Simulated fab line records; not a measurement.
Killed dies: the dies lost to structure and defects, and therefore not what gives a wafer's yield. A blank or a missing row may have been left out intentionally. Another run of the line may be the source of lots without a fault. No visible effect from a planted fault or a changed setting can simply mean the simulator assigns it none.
Which tool did it?	flow berkeley-cmos170	Sampling: 14 lots, 42 wafers, 4 of 331 route steps

== WHAT EACH GAUGE READ, for each wafer ==
UCB170_WELLDRIVE_THK_MEAS_02. Usual: WELLDRIVE_OXIDE_THK 201 nm, standard deviation 3.5.
lot	measured	on	WELLDRIVE_OXIDE_THK (nm)	flag
L450	day 4 01:19	film-metro-01	206 207 209	
L451	day 4 01:17	film-metro-02	205 205 206	
L452	day 4 10:39	film-metro-01	197 200 198	
L453	day 4 10:40	film-metro-03	198 200 198	
L454	day 4 20:38	film-metro-03	196 195 197	
L455	day 4 20:38	film-metro-02	202 199 200	
L456	day 5 06:50	film-metro-03	198 200 196	
L457	day 5 12:19	film-metro-03	197 199 196	
L460	day 5 22:17	film-metro-02	213 210 214	OFF
L461	day 5 22:21	film-metro-01	214 216 217	OFF
L467	day 7 22:03	film-metro-01	210 207 206	
L469	day 8 04:32	film-metro-02	203 200 199	
L470	day 8 04:32	film-metro-01	203 202 207	
L472	day 8 12:28	film-metro-02	201 198 198	

UCB170_V2_BOW_MEAS_03. Usual: V2_BOW 37 um, standard deviation 7.7.
lot	measured	on	V2_BOW (um)	flag
L450	day 9 09:26	film-metro-03	31 25 44	
L451	day 9 09:42	film-metro-03	42 46 28	
L452	day 9 10:19	film-metro-03	35 29 39	
L453	day 9 10:02	film-metro-03	36 41 35	
L454	day 9 10:40	film-metro-03	22 44 28	
L455	day 9 10:29	film-metro-03	36 43 45	
L456	day 10 05:36	film-metro-02	47 54 53	
L457	day 10 05:29	film-metro-01	44 49 33	
L460	day 11 01:14	film-metro-03	44 36 41	
L461	day 10 16:07	film-metro-01	39 33 44	
L467	day 12 13:16	film-metro-01	39 30 30	
L469	day 12 14:13	film-metro-01	38 35 36	
L470	day 12 13:32	film-metro-03	49 34 48	
L472	day 12 22:15	film-metro-01	30 50 44	

== WHICH TOOL RAN EACH LOT (tool, then ch and the chambers of the sampled wafers, then the start) ==
lot	UCB170_WELLDRIVE_OXIDATION_01	UCB170_ACTIVE_STRIP_16
L450	furnace-04 ch 0, day 3 21:47	plasma-asher-03 ch 0,1, day 5 01:54
L451	furnace-04 ch 0, day 3 21:47	plasma-asher-02 ch 0,1, day 5 02:08
L452	furnace-02 ch 0, day 4 07:06	plasma-asher-04 ch 0,1, day 5 07:01
L453	furnace-02 ch 0, day 4 07:06	plasma-asher-03 ch 0,1, day 5 06:47
L454	furnace-04 ch 0, day 4 17:08	plasma-asher-04 ch 0,1, day 5 19:00
L455	furnace-04 ch 0, day 4 17:08	plasma-asher-02 ch 0,1, day 5 18:54
L456	furnace-04 ch 0, day 5 03:19	plasma-asher-02 ch 0,1, day 6 03:46
L457	furnace-02 ch 0, day 5 08:48	plasma-asher-02 ch 0, day 6 04:22
L460	furnace-04 ch 0, day 5 18:44	plasma-asher-02 ch 0,1, day 6 23:34
L461	furnace-04 ch 0, day 5 18:44	plasma-asher-02 ch 0,1, day 6 23:00
L467	furnace-01 ch 0, day 7 18:32	plasma-asher-04 ch 0,1, day 8 18:56
L469	furnace-01 ch 0, day 8 01:02	plasma-asher-02 ch 0,1, day 8 23:37
L470	furnace-01 ch 0, day 8 01:02	plasma-asher-04 ch 0,1, day 8 23:21
L472	furnace-01 ch 0, day 8 08:57	plasma-asher-03 ch 0,1, day 9 09:14
- UCB170_WELLDRIVE_OXIDATION_01: target thk 199 nm, ox time 9000 s.
- UCB170_ACTIVE_STRIP_16: strips in O2.

== AS READ BY THE TOOLS THEMSELVES (means over the sampled wafers that have a number; for cases with no such wafer, the mark the record gives instead) ==
UCB170_WELLDRIVE_OXIDATION_01. Usual: spike-tc-centre-C 1102.2 C, standard deviation 1.6; spike-tc-load-C 1129.2 C, standard deviation 2.7; spike-tc-source-C 1126.9 C, standard deviation 2; tube-center-temp-C 1100 C, standard deviation 0.1; tube_center_temp_C_max 1102.8, standard deviation 0.47.
lot	tool	spike-tc-centre-C (C)	spike-tc-load-C (C)	spike-tc-source-C (C)	tube-center-temp-C (C)	tube_center_temp_C_max	flag
L450	furnace-04	1101.3	1133.2	1126.6	1100	1102.9	
L451	furnace-04	1101.8	1133.5	1127.9	1100	1102.6	
L452	furnace-02	1103.4	1127.1	1128.5	1100	1102.3	
L453	furnace-02	1103.7	1126.2	1127.7	1100	1103.0	
L454	furnace-04	1101.3	1133.4	1128.1	1100	1102.6	
L455	furnace-04	1102.2	1133.3	1128.8	1100	1103.3	
L456	furnace-04	1101.2	1132.3	1128.0	1100	1103.2	
L457	furnace-02	1104.3	1127.2	1127.7	1100	1102.8	
L460	furnace-04	1109.5	1141.2	1135.4	1108	1110.8	OFF
L461	furnace-04	1108.8	1141.0	1136.1	1108	1110.5	OFF
L467	furnace-01	1101.0	1127.2	1123.5	1100	1103.1	
L469	furnace-01	1099.7	1127.8	1123.4	1100	1103.0	
L470	furnace-01	1100.4	1128.7	1123.6	1100	1102.6	
L472	furnace-01	1101.8	1127.3	1124.4	1100	1102.5	

UCB170_ACTIVE_STRIP_16. Usual: drypump-motor-current-A 5.4 A, standard deviation 0.55; oes-product-au 0.721 a.u., standard deviation 0.0044; strip-time-to-endpoint-s 18.08 s, standard deviation 0.065.
lot	tool	drypump-motor-current-A (A)	oes-product-au (a.u.)	strip-time-to-endpoint-s (s)	flag
L450	plasma-asher-03	5.2	0.718	18.03	
L451	plasma-asher-02	5.7	0.722	18.04	
L452	plasma-asher-04	5.1	0.720	18.03	
L453	plasma-asher-03	5.6	0.721	18.05	
L454	plasma-asher-04	5.1	0.719	18.04	
L455	plasma-asher-02	5.7	0.719	18.02	
L456	plasma-asher-02	5.7	0.714	18.05	
L457	plasma-asher-02	5.2	0.720	18.05	
L460	plasma-asher-02	5.4	0.724	18.09	
L461	plasma-asher-02	5.7	0.723	18.08	
L467	plasma-asher-04	5.1	0.717	18.03	
L469	plasma-asher-02	5.7	0.717	18.15	
L470	plasma-asher-04	5.2	0.726	18.05	
L472	plasma-asher-03	5.6	0.718	18.09	

== THE ANSWER, worked out from the rows above alone ==
Rule: take the mean of a lot's wafers that have a number; if it is more than 3 standard deviations from the usual mean, the lot is off. A lot without any number at a reading at which 4 lots or more have one is off too. Any other lot the step has rows for is counted as sound. After the gauges, taken in route order, come the tools' own readings; for these a lot's mean is taken, as printed above. At the first step where some lot is off, the reading lying furthest off is the one used; lots without a number count as furthest.
Off: at UCB170_WELLDRIVE_THK_MEAS_02 (WELLDRIVE_OXIDE_THK), L460, L461.
If a tool, at a process step before that reading, ran all the lots that are off and no sound lot after the first of them, it fits. The gauges at UCB170_WELLDRIVE_THK_MEAS_02 aren't tried: what is off there is off at UCB170_WELLDRIVE_OXIDATION_01 too, on other tools, and a gauge's error can't cause that. One candidate fits, namely furnace-04 at UCB170_WELLDRIVE_OXIDATION_01. Its last sound lot is L456 (day 5 03:19), its first lot that is off L460 (day 5 18:44): a fault that began between those two fits.
The tool's own readings at UCB170_WELLDRIVE_OXIDATION_01 bear it out: on the lots that are off they differ by more than 5 times the standard deviation of the sound lots' means. spike-tc-centre-C reads 1109.2 C there against 1101.8 C on the sound lots; tube-center-temp-C reads 1108 C there against 1100 C on the sound lots; tube_center_temp_C_max reads 1110.7 there against 1102.8 on the sound lots.

== WHAT THE SIMULATOR HAD INSERTED ==
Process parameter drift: furnace-04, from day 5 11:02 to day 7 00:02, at UCB170_WELLDRIVE_OXIDATION_01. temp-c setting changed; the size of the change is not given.
Shown lots that were struck: L460, L461. The same result came from the rule above.
